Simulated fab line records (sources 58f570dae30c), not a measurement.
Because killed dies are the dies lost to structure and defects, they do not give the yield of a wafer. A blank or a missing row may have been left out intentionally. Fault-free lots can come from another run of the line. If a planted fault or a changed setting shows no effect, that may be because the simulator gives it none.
8D (eight disciplines) problem report, filled in by code -- flow berkeley_cmos170 -- the parts of the form that need people (team, actions taken, sign-off) are left out

1. THE PROBLEM
beam_energy_keV at UCB170_NWELL_IMPLANT_14 reads a mean of 143.37 on 6 wafers of 2 lots; wafers without a fault read 150.01 with a standard deviation of 0.048. That is -99 or more standard deviations from the usual mean.
Earliest sighting: wafer L397.3 on implanter-02 at day 4 04:43. The record holds 42 wafers of 14 lots with a number at this step. By rule, "out" or "out of limits" means more than 4 standard deviations away from the usual mean. Any other wafer with a number is counted as sound.

2. WHAT IT IS; WHAT IT IS NOT
question,is,is not
which readings at this step,beam_energy_keV,beam_on_s
which lots,"L397, L398","L388, L389, L390, L400, L401, L403, L405, L406, L407, L408, L410, L411"
which wafers of those lots,all that have a number,-
read on which tools,implanter-02,"implanter-01, implanter-03"
when,from day 4 04:43,"up to then (9 sound wafers); but 27 sound wafers of L400, L401, L403, L405, L406, L407, L408, L410, L411 came after"

3. SUSPECTS, AND WHAT RULES EACH OUT
Counting: any tool at a process step up to the reading is kept as a suspect provided that every lot that is out went through it and no sound lot did after the first of them.
- implanter-02 at UCB170_NWELL_IMPLANT_14: ruled out as a lasting fault. Sound lots L411 ran on it after its first lot that is out, L397 (day 4 04:43).
Left after counting: nothing in the record.

4. THE CAUSE (what the simulator had put in)
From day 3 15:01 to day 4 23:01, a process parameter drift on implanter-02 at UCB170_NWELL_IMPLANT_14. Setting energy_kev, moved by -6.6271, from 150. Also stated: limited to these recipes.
Counting ruled it out, wrongly.

5. THE CHAIN OF EFFECTS, in route order
Rows list readings where the struck wafers' mean (over those with a number) sits beyond 3 standard deviations from the usual. Readings are gone through only where the record gives a usual standard deviation; hours: the median, over the lots, of the time from a lot's start at the first step in this table giving one to that lot's start at this step; sigmas: the change measured in usual standard deviations.
hours,step,reading,usual,on struck wafers,change,sigmas
0,UCB170_NWELL_IMPLANT_14,beam_energy_keV,150.01,143.37,-6.64,-99 or more
Here are the process steps it includes:
- UCB170_NWELL_IMPLANT_14
Later steps that measure or inspect, where all struck wafers having a row at the step show a number for every such reading and not one has moved that far: UCB170_NVT_OVL_MEAS_06, UCB170_NLDD_CD_MEAS_06.

6. WHAT WOULD HAVE CAUGHT IT SOONER
First out-of-limits reading in this record: day 4 04:43, which is 14 hours after fault onset at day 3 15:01.
